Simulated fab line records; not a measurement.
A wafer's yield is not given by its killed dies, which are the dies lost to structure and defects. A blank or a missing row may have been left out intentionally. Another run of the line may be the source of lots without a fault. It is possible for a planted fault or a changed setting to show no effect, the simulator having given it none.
fab line records ; flow rit_cmos
[record] lots = 7; wafers = 21; last_day = 7
route steps=202 shown GATE@94 REOX@98 NLDD@103 M1@202
lots that met no fault: from a run of the same line without faults
start_h: start of the lot's first displayed wafer, in hours after the record's first day ; wait_h: time in hours since the lot's previous step ; " same as the row above ; L1.1+2: several wafers, shown together as one row ; - no value, or no start was given ; * or withheld: withheld ; < > ~ a bound
route shown NAME@n: a module of which the file shows steps, and the number in the route of the first ; usual: mean/standard deviation taken from wafers without a fault ; same: alike in all rows ; chamber/n: place in a boat ; sites: each site's reading ; _std_site: standard deviation across them ; _edge_site: inner sites' mean taken away from outer sites' mean ; radius_mm: for every site, how far away it sits from the centre of the wafer ; mask NAME#n: copy n ; behind: the most recent tool/chamber to have shaped the wafer ; hold: reason for holding the lot/hours on hold/outcome of the hold ; device: the transistor (n, p or np) that didn't switch ; end of line: tests of these same wafers at the route's end ; a step without rows: its recipe alone ; killed: dies that structure and defects cost at the first sort, which is not the same as the wafer's yield ; map: the dies of a wafer, with x for killed, . for not killed, _ for no die there
set.NAME: the run value of the setting; set.NAME@STEP: its run value at that earlier step ; model.NAME: the simulator's own value behind a step, which no gauge read
lots at some steps of the route; a table a step, a row a wafer
services: from which hour (start_h, from the record's first day; less than 0 if before it) a tool's chamber was out of use, for how many hours, and why
[[steps]]
[step RIT_GATE_HARDBAKE_18]
[recipe] resist = NOVOLAK; temp_c = 140; time_s = 60
[step RIT_GATE_ETCH_19]
[recipe] chemistry = SF6/CHF3/O2; time_s = 165; SF6_flow_sccm = 30; CHF3_flow_sccm = 30; O2_flow_sccm = 5; target = poly-Si; pressure_mtorr = 40; rf_w = 160; target_depth_a = 3125; over_etch_frac = 0.25; stop_on = SiO2
[usual] drypump_motor_current_A = 5.75/0.28; oes_product_au = 0.854/0.019; throttle_valve_pct = 10.23/0.14
lot.wafer;tool;chamber;start_h;wait_h;drypump_motor_current_A;oes_product_au;rf_hours_counter_h;throttle_valve_pct
L975.1;rie_si-02;1;66.03;0.1;5.76;0.846;2;10.24
L975.4;rie_si-02;0;66.03;0.1;5.76;0.874;73;10.18
L975.6;rie_si-02;0;66.03;0.1;5.75;0.887;-;10.17
L977.1;rie_si-02;3;73.40;0.1;6.27;0.822;20;10.20
L977.2;rie_si-02;1;73.40;0.1;5.78;0.838;2;10.27
L977.4;rie_si-02;0;73.40;0.1;5.77;0.870;73;10.17
L981.3;rie_si-02;3;98.78;0.1;6.26;0.824;20;10.22
L981.4;rie_si-02;2;98.78;0.1;5.47;0.830;86;10.19
L981.6;rie_si-02;3;98.78;0.1;6.24;0.816;-;10.22
L983.1;rie_si-02;3;108.56;0.1;6.26;0.830;20;10.20
L983.3;rie_si-02;1;108.56;0.1;5.78;0.843;3;10.24
L983.5;rie_si-02;2;108.56;0.1;5.45;0.827;-;10.19
L988.2;rie_si-01;2;132.15;0.1;5.80;0.874;61;10.32
L988.5;rie_si-01;3;132.15;0.1;6.09;0.872;-;10.39
L988.6;rie_si-01;2;132.15;0.1;5.78;0.877;-;10.30
L991.2;rie_si-02;0;147.19;0.1;5.77;0.881;74;10.18
L991.3;rie_si-02;2;147.19;0.1;5.46;0.852;87;10.19
L991.6;rie_si-02;0;147.19;0.1;5.77;0.886;-;10.18
L992.1;rie_si-01;1;149.15;0.1;5.31;0.836;2;10.36
L992.2;rie_si-01;2;149.15;0.1;5.78;0.874;62;10.31
L992.3;rie_si-01;0;149.15;0.1;5.53;0.882;114;9.92
[step RIT_GATE_STRIP_20]
[recipe] chemistry = O2; time_s = 180; resist = NOVOLAK; platen_temp_c = withheld; power_w = 500; pressure_mtorr = 4000; o2_flow_sccm = 4000
[usual] drypump_motor_current_A = 5.8/0.46
lot.wafer;tool;chamber;start_h;wait_h;drypump_motor_current_A;rf_hours_counter_h
L975.1;plasma_asher-04;0;66.14;0.1;6.5;42
L975.4;plasma_asher-04;0;66.14;0.1;6.5;-
L975.6;plasma_asher-04;0;66.14;0.1;6.5;-
L977.1;plasma_asher-01;0;73.51;0.1;5.6;28
L977.2;plasma_asher-01;1;73.51;0.1;5.1;28
L977.4;plasma_asher-01;1;73.51;0.1;5.1;-
L981.3;plasma_asher-04;0;98.95;0.1;6.6;-
L981.4;plasma_asher-04;1;98.95;0.1;6.1;-
L981.6;plasma_asher-04;0;98.95;0.1;6.6;-
L983.1;plasma_asher-03;0;108.67;0.1;5.7;47
L983.3;plasma_asher-03;1;108.67;0.1;5.6;-
L983.5;plasma_asher-03;0;108.67;0.1;5.7;-
L988.2;plasma_asher-04;0;132.26;0.1;6.5;49
L988.5;plasma_asher-04;1;132.26;0.1;6.1;-
L988.6;plasma_asher-04;0;132.26;0.1;6.6;-
L991.2;plasma_asher-03;1;147.29;0.1;5.6;3
L991.3;plasma_asher-03;1;147.29;0.1;5.6;-
L991.6;plasma_asher-03;0;147.29;0.1;5.6;-
L992.1;plasma_asher-04;1;149.26;0.1;6.1;51
L992.2;plasma_asher-04;0;149.26;0.1;6.5;51
L992.3;plasma_asher-04;1;149.26;0.1;6.1;-
[step RIT_GATE_CD_MEAS_90]
[recipe] target_cd_nm = 150
[usual] cd_nm = 148.8/2.4
lot.wafer;tool;chamber;start_h;wait_h;cd_nm
L975.1;cd_sem-01;-;66.31;0.1;144.9
L975.4;cd_sem-01;-;66.31;0.1;143.7
L975.6;cd_sem-01;-;66.31;0.1;143.2
L977.1;cd_sem-01;-;73.68;0.1;148.0
L977.2;cd_sem-01;-;73.68;0.1;150.0
L977.4;cd_sem-01;-;73.68;0.1;151.2
L981.3;cd_sem-01;-;99.11;0.1;146.8
L981.4;cd_sem-01;-;99.11;0.1;148.9
L981.6;cd_sem-01;-;99.11;0.1;146.8
L983.1;cd_sem-01;-;108.84;0.1;147.9
L983.3;cd_sem-01;-;108.84;0.1;148.3
L983.5;cd_sem-01;-;108.84;0.1;145.3
L988.2;cd_sem-01;-;132.45;0.1;147.2
L988.5;cd_sem-01;-;132.45;0.1;148.3
L988.6;cd_sem-01;-;132.45;0.1;147.5
L991.2;cd_sem-02;-;147.49;0.1;146.5
L991.3;cd_sem-02;-;147.49;0.1;146.0
L991.6;cd_sem-02;-;147.49;0.1;147.2
L992.1;cd_sem-01;-;149.43;0.1;150.3
L992.2;cd_sem-01;-;149.43;0.1;152.8
L992.3;cd_sem-01;-;149.43;0.1;150.7
[step RIT_REOX_CLEAN_00]
[recipe] chemistry = SC1; mix = 3:3:50; time_s = 600; temp_c = 75
[step RIT_REOX_CLEAN_01]
[recipe] chemistry = dHF; dilution = 50:1; time_s = 30
[step RIT_REOX_CLEAN_02]
[recipe] chemistry = SC2; mix = 3:3:50; time_s = 600; temp_c = 75; dry = n2_spin
[step RIT_REOX_OXIDATION_03]
[recipe] temp_c = 900; ambient = O2; target_thk_a = 252; ox_time_s = 5580
[step RIT_REOX_THK_MEAS_04]
[recipe] reads = SiO2_of_REOX_OXIDATION_03
[usual] REOX_OXIDE_THK = 25.2/0.52
lot.wafer;tool;chamber;start_h;wait_h;REOX_OXIDE_THK[nm]
L975.1;film_metro-03;-;69.95;0.0;26.1
L975.4;film_metro-03;-;69.95;0.0;25.7
L975.6;film_metro-03;-;69.95;0.0;25.4
L977.1;film_metro-03;-;78.11;0.0;24.3
L977.2;film_metro-03;-;78.11;0.0;24.4
L977.4;film_metro-03;-;78.11;0.0;24.6
L981.3;film_metro-01;-;103.07;0.0;24.6
L981.4;film_metro-01;-;103.07;0.0;24.3
L981.6;film_metro-01;-;103.07;0.0;24.1
L983.1;film_metro-03;-;111.88;0.0;25.1
L983.3;film_metro-03;-;111.88;0.0;24.8
L983.5;film_metro-03;-;111.88;0.0;25.1
L988.2;film_metro-01;-;135.80;0.0;25.1
L988.5;film_metro-01;-;135.80;0.0;25.1
L988.6;film_metro-01;-;135.80;0.0;25.2
L991.2;film_metro-01;-;150.52;0.0;24.8
L991.3;film_metro-01;-;150.52;0.0;25.4
L991.6;film_metro-01;-;150.52;0.0;24.9
L992.1;film_metro-01;-;153.35;0.0;25.1
L992.2;film_metro-01;-;153.35;0.0;25.6
L992.3;film_metro-01;-;153.35;0.0;25.3
[step RIT_NLDD_HMDS_00]
[recipe] prime_time_s = 60; prime_temp_c = 140
[step RIT_NLDD_COAT_01]
[recipe] resist = NOVOLAK; spin_rpm = 3250; resist_thk_nm = 1000
[step RIT_NLDD_SOFTBAKE_02]
[recipe] resist = NOVOLAK; temp_c = 90; time_s = 60
[step RIT_NLDD_EXPOSE_03]
[recipe] mask_id = M7; na = 0.57; target_cd_nm = 40700; dose_mj = 250
[usual] stage_vel_mm_s = 499.98/0.24
lot.wafer;tool;chamber;start_h;wait_h;mask;stage_vel_mm_s;model.NLDD.overlay_x_nm
L975.1;iline_stepper-02;0;70.59;0.2;M7#0;499.89;0.9566
L975.4;iline_stepper-02;0;70.59;0.2;M7#0;499.99;0.9566
L975.6;iline_stepper-02;0;70.59;0.2;M7#0;500.05;0.9566
L977.1;iline_stepper-02;0;78.74;0.2;M7#0;500.18;0.04892
L977.2;iline_stepper-02;0;78.74;0.2;M7#0;499.94;0.04892
L977.4;iline_stepper-02;0;78.74;0.2;M7#0;499.69;0.04892
L981.3;iline_stepper-02;0;103.59;0.1;M7#0;500.11;-149.2
L981.4;iline_stepper-02;0;103.59;0.1;M7#0;499.94;-149.2
L981.6;iline_stepper-02;0;103.59;0.1;M7#0;499.99;-149.2
L983.1;iline_stepper-02;0;112.63;0.2;M7#0;500.11;-148.6
L983.3;iline_stepper-02;0;112.63;0.2;M7#0;500.22;-148.6
L983.5;iline_stepper-02;0;112.63;0.2;M7#0;500.16;-148.6
L988.2;iline_stepper-02;0;136.45;0.2;M7#0;499.43;-150.5
L988.5;iline_stepper-02;0;136.45;0.2;M7#0;499.79;-150.5
L988.6;iline_stepper-02;0;136.45;0.2;M7#0;499.72;-150.5
L991.2;iline_stepper-01;0;151.04;0.1;M7#0;499.72;0.1861
L991.3;iline_stepper-01;0;151.04;0.1;M7#0;500.28;0.1861
L991.6;iline_stepper-01;0;151.04;0.1;M7#0;500.23;0.1861
L992.1;iline_stepper-01;0;153.86;0.1;M7#0;499.48;0.9584
L992.2;iline_stepper-01;0;153.86;0.1;M7#0;500.08;0.9584
L992.3;iline_stepper-01;0;153.86;0.1;M7#0;499.72;0.9584
[step RIT_NLDD_PEB_04]
[recipe] resist = NOVOLAK; temp_c = withheld; time_s = withheld
[step RIT_NLDD_DEVELOP_05]
[recipe] resist = NOVOLAK; develop_time_s = 50; dev_temp_c = 23
[step RIT_NLDD_OVL_MEAS_06]
[usual] NLDD_OVL = 0.3/1.4
lot.wafer;tool;chamber;start_h;wait_h;NLDD_OVL[nm]
L975.1;overlay-01;-;70.99;-;0.4
L975.4;overlay-01;-;70.99;-;-0.2
L975.6;overlay-01;-;70.99;-;0.2
L977.1;overlay-01;-;79.14;-;-0.2
L977.2;overlay-01;-;79.14;-;-1.2
L977.4;overlay-01;-;79.14;-;0.2
L981.3;overlay-01;-;103.97;-;-149.6
L981.4;overlay-01;-;103.97;-;-149.2
L981.6;overlay-01;-;103.97;-;-149.0
L983.1;overlay-02;-;113.06;-;-145.2
L983.3;overlay-02;-;113.06;-;-147.2
L983.5;overlay-02;-;113.06;-;-149.6
L988.2;overlay-01;-;136.84;-;-151.0
L988.5;overlay-01;-;136.84;-;-149.8
L988.6;overlay-01;-;136.84;-;-149.8
L991.2;overlay-02;-;151.43;-;0.3
L991.3;overlay-02;-;151.43;-;2.1
L991.6;overlay-02;-;151.43;-;0.6
L992.1;overlay-01;-;154.26;-;-1.3
L992.2;overlay-01;-;154.26;-;0.7
L992.3;overlay-01;-;154.26;-;1.6
[step RIT_NLDD_HARDBAKE_07]
[recipe] resist = NOVOLAK; temp_c = 140; time_s = 60
[step RIT_M1_PROBE_99]
[usual] killed_at_contacts = 0.1/0.23; killed_at_front_end = 6.7/2.7; killed_dies = 6.7/2.7; killed_on_rim = 1.8/1.2; killed_open = 3.2/1.8; killed_short = 3.5/1.9
[same] gross_dies = 264; killed_at_M0_to_M3 = 0; killed_at_M4_up = 0; killed_at_back_side = 0; killed_at_other = 0
lot.wafer;tool;chamber;start_h;wait_h;killed_at_contacts;killed_at_front_end;killed_dies;killed_on_rim;killed_open;killed_short;model.etest.nldd.width_nm
L975.1;prober-02;-;86.39;0.1;0;5;5;3;2;3;3140
L975.4;prober-02;-;86.54;0.2;0;6;6;2;4;2;3132
L975.6;prober-02;-;86.64;0.2;1;10;11;2;6;5;3178
L977.1;prober-02;-;94.63;0.1;1;8;9;1;5;4;3191
L977.2;prober-02;-;94.68;0.1;0;6;6;1;3;3;3166
L977.4;prober-02;-;94.78;0.2;0;6;6;4;3;3;3191
L981.3;prober-01;-;120.36;0.2;0;9;9;1;2;6;3111
L981.4;prober-01;-;120.41;0.2;0;5;5;0;3;2;3092
L981.6;prober-01;-;120.51;0.2;0;7;7;2;1;5;3097
L983.1;prober-01;-;130.03;0.1;0;3;3;1;1;1;3112
L983.3;prober-01;-;130.13;0.2;0;6;6;1;3;2;3101
L983.5;prober-01;-;130.23;0.2;0;14;14;2;4;8;3107
L988.2;prober-02;-;152.36;0.1;0;4;4;0;1;3;3107
L988.5;prober-02;-;152.51;0.2;0;6;6;2;2;4;3115
L988.6;prober-02;-;152.56;0.2;0;6;6;0;4;2;3131
L991.2;prober-01;-;169.62;0.1;0;5;5;1;2;3;3184
L991.3;prober-01;-;169.67;0.2;0;10;10;3;4;6;3176
L991.6;prober-01;-;169.82;0.2;0;7;7;3;4;3;3158
L992.1;prober-02;-;171.07;0.1;0;3;3;1;1;2;3196
L992.2;prober-02;-;171.12;0.1;0;3;3;0;2;1;3204
L992.3;prober-02;-;171.17;0.2;0;5;5;2;2;3;3207
// killed by level:class
L975.1 GATE:geometric_particle:short=2 GATE:geometric_particle:open=1 SILICIDE:geometric_particle:short=1 SILICIDE:geometric_particle:open=1
L975.4 GATE:geometric_particle:short=2 SPACER:geometric_particle:open=2 FOX2:geometric_particle:open=1 GATE:geometric_particle:open=1
L975.6 GATE:geometric_particle:short=5 GATE:geometric_particle:open=3 FOX2:geometric_particle:open=1 SPACER:geometric_particle:open=1 CONTACT:geometric_particle:open=1
L977.1 SILICIDE:geometric_particle:open=3 GATE:geometric_particle:short=1 REOX:geometric_particle:short=1 REOX:geometric_particle:open=1 SPACER:geometric_particle:short=1 SILICIDE:geometric_particle:short=1 CONTACT:geometric_particle:open=1
L977.2 REOX:geometric_particle:open=2 FOX2:geometric_particle:short=1 GATE:geometric_particle:open=1 REOX:geometric_particle:short=1 SILICIDE:geometric_particle:short=1
L977.4 FOX1:geometric_particle:short=2 ACTIVE:geometric_particle:open=1 REOX:geometric_particle:open=1 SPACER:geometric_particle:short=1 SILICIDE:geometric_particle:open=1
L981.3 FOX1:geometric_particle:open=2 GATE:geometric_particle:short=2 REOX:geometric_particle:short=2 FOX1:geometric_particle:short=1 SPACER:geometric_particle:short=1 NSD:coat_microbubble_printed=1
L981.4 REOX:geometric_particle:open=2 FOX2:geometric_particle:short=1 SPACER:geometric_particle:short=1 SILICIDE:geometric_particle:open=1
L981.6 FOX1:geometric_particle:short=1 FOX1:geometric_particle:open=1 FOX2:geometric_particle:short=1 GATE:geometric_particle:short=1 SPACER:geometric_particle:short=1 SILICIDE:geometric_particle:short=1 NSD:coat_microbubble_printed=1
L983.1 FOX1:geometric_particle:short=1 GATE:geometric_particle:open=1 NLDD:coat_microbubble_printed=1
L983.3 GATE:geometric_particle:open=2 SPACER:geometric_particle:open=1 SPACER:geometric_particle:short=1 SILICIDE:geometric_particle:short=1 NLDD:coat_microbubble_printed=1
L983.5 GATE:geometric_particle:short=4 NLDD:coat_microbubble_printed=2 FOX1:geometric_particle:short=1 FOX1:geometric_particle:open=1 FOX2:geometric_particle:short=1 REOX:geometric_particle:short=1 REOX:geometric_particle:open=1 SPACER:geometric_particle:open=1
L988.2 SILICIDE:geometric_particle:short=3 GATE:geometric_particle:open=1
L988.5 ACTIVE:geometric_particle:short=1 FOX1:geometric_particle:open=1 FOX2:geometric_particle:open=1 FOX2:geometric_particle:short=1 GATE:geometric_particle:short=1 REOX:geometric_particle:short=1
L988.6 GATE:geometric_particle:open=2 FOX2:geometric_particle:short=1 SPACER:geometric_particle:open=1 SILICIDE:geometric_particle:open=1 SILICIDE:geometric_particle:short=1
L991.2 FOX1:geometric_particle:open=2 FOX1:geometric_particle:short=1 GATE:geometric_particle:short=1 SPACER:geometric_particle:short=1
L991.3 SPACER:geometric_particle:open=3 SPACER:geometric_particle:short=3 GATE:geometric_particle:short=2 FOX1:geometric_particle:open=1 REOX:geometric_particle:short=1
L991.6 FOX1:geometric_particle:open=1 FOX2:geometric_particle:short=1 FOX2:geometric_particle:open=1 GATE:geometric_particle:open=1 GATE:geometric_particle:short=1 REOX:geometric_particle:open=1 SPACER:geometric_particle:short=1
L992.1 GATE:geometric_particle:open=1 SPACER:geometric_particle:short=1 SILICIDE:geometric_particle:short=1
L992.2 FOX2:geometric_particle:short=1 GATE:geometric_particle:open=1 SPACER:geometric_particle:open=1
L992.3 SPACER:geometric_particle:short=2 SILICIDE:geometric_particle:open=2 SILICIDE:geometric_particle:short=1
[[services]]
tool;chamber;start_h;hours;kind
rie_si-01;1;95.19;8.6;repair
iline_stepper-01;-;107.45;1.7;pm
plasma_asher-03;-;108.84;9.0;pm
plasma_asher-03;0;108.84;9.0;vent_cycle
plasma_asher-03;1;108.84;9.0;vent_cycle
plasma_asher-03;0;117.84;-;clean
plasma_asher-03;1;117.84;-;clean
rie_si-02;0;131.71;5.1;repair
[[key]]
[first_sign] step = RIT_NLDD_OVL_MEAS_06; reading = NLDD_OVL; direction = down; sigmas = 99+; usual = 0.3; struck = -148.9
effect none on later readings
[model_effect] step = RIT_NLDD_EXPOSE_03; value = NLDD.overlay_x_nm; without = 0.5687; struck = -149.4
[model_effect] step = RIT_M1_PROBE_99; value = etest.nldd.width_nm; without = 3182; struck = 3108
met_at RIT_NLDD_EXPOSE_03
struck_wafers L981.3,L981.4,L981.6,L983.1,L983.3,L983.5,L988.2,L988.5,L988.6
tester_left_out L981,L983,L988
onset_between 78.74 103.59
[fault] kind = scanner_matching_overlay; tool = iline_stepper-02; chamber = -; onset_h = 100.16; steps = RIT_NLDD_EXPOSE_03; offset = -150
// tester_left_out: of these lots the tester's yield and bins aren't shown, on N5 and GAA mostly nor the transistor test; their killed dies are dies lost to structure and defects alone, not to doping, threshold or leakage, so they don't give the yield
